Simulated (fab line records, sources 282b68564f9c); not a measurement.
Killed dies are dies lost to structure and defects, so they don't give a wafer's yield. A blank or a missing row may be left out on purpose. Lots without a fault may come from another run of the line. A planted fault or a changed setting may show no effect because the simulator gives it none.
One fault seen from 2 desks | flow rit_cmos | each desk has only its own numbers; what lay behind them comes last

THE TOOL OWNER'S DESK: pvd_sputter-02
The tool's own readings at RIT_M1_SPUTTER_00 (material Al, target thk 400 nm, time 500 s): means of the sampled wafers that have a number, for each lot that ran on this tool. A lot is out of limits, marked OUT, if its mean lies more than 4 standard deviations from the usual mean; the brackets give that distance.
Columns: A = throttle_valve_pct at RIT_M1_SPUTTER_00, usual 30.4 %
lot  | first seen here | A
L668 | day 3 10:00     | 30.3
L670 | day 4 01:37     | 30.5
L678 | day 5 14:20     | 29.9
L680 | day 5 22:39     | 29.6
This desk's finding: nothing out of limits on any of the 4 lots.

THE METROLOGY DESK
What the gauges read, lot by lot, whatever tool the lot ran on: means of the sampled wafers that have a number. A lot is out of limits, marked OUT, if its mean lies more than 4 standard deviations from the usual mean; the brackets give that distance.
Columns: A = NWELL_RS at RIT_WELLDRIVE_RS_MEAS_01, usual 275.4 ohm/sq; B = REOX_OXIDE_THK at RIT_REOX_THK_MEAS_04, usual 25.1 nm; C = M1_AL_RS at RIT_M1_RS_MEAS_01, usual 0.0735 ohm/sq; D = M1_AL_THK at RIT_M1_THK_MEAS_02, usual 398 nm; E = cd_nm at RIT_M1_CD_MEAS_09, usual 2600.5 nm
lot  | first seen here | A     | B    | C                | D              | E
L668 | day 2 06:22     | 275.7 | 25.0 | 0.0738           | 394            | 2600.0
L669 | day 2 11:24     | 275.6 | 24.9 | 0.0728           | 404            | 2602.1
L670 | day 2 16:29     | 274.7 | 25.2 | 0.0736           | 398            | 2603.1
L673 | day 3 11:47     | 275.4 | 24.4 | 0.0745           | 392            | 2596.4
L677 | day 4 06:41     | 275.3 | 26.1 | 0.0737           | 396            | 2598.8
L678 | day 4 10:26     | 276.3 | 25.6 | 0.0848 (+17) OUT | 356 (-9.7) OUT | 2578.9 (-10) OUT
L680 | day 4 18:33     | 275.4 | 25.5 | 0.0830 (+14) OUT | 363 (-8.1) OUT | 2581.0 (-9.3) OUT
L683 | day 5 11:50     | 275.7 | 25.1 | 0.0738           | 396            | 2600.3
L685 | day 5 18:40     | 274.9 | 24.8 | 0.0732           | 398            | 2601.0
L687 | day 6 06:01     | 275.8 | 24.7 | 0.0730           | 401            | 2598.9
L689 | day 6 15:08     | 274.1 | 25.0 | 0.0735           | 398            | 2597.9
This desk's finding: out of limits on L678, L680; first on L678, day 5 14:41 (M1_AL_RS at RIT_M1_RS_MEAS_01). In limits: L668, L669, L670, L673, L677, L683, L685, L687, L689.

PUT TOGETHER
The metrology desk could have raised an alarm at day 5 14:41, on L678, L680.
The tool owner's desk saw nothing out of limits.
The tool owner's desk has L678, L680 on record, within its limits.
Of the lots named, all ran RIT_M1_SPUTTER_00 on pvd_sputter-02.

WHAT THE SIMULATOR HAD PUT IN
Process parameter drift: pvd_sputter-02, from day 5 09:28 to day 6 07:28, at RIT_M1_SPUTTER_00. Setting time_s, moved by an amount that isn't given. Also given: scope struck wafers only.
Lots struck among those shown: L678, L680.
Hours from the fault's start to each desk's first reading out of limits: the metrology desk, 5.
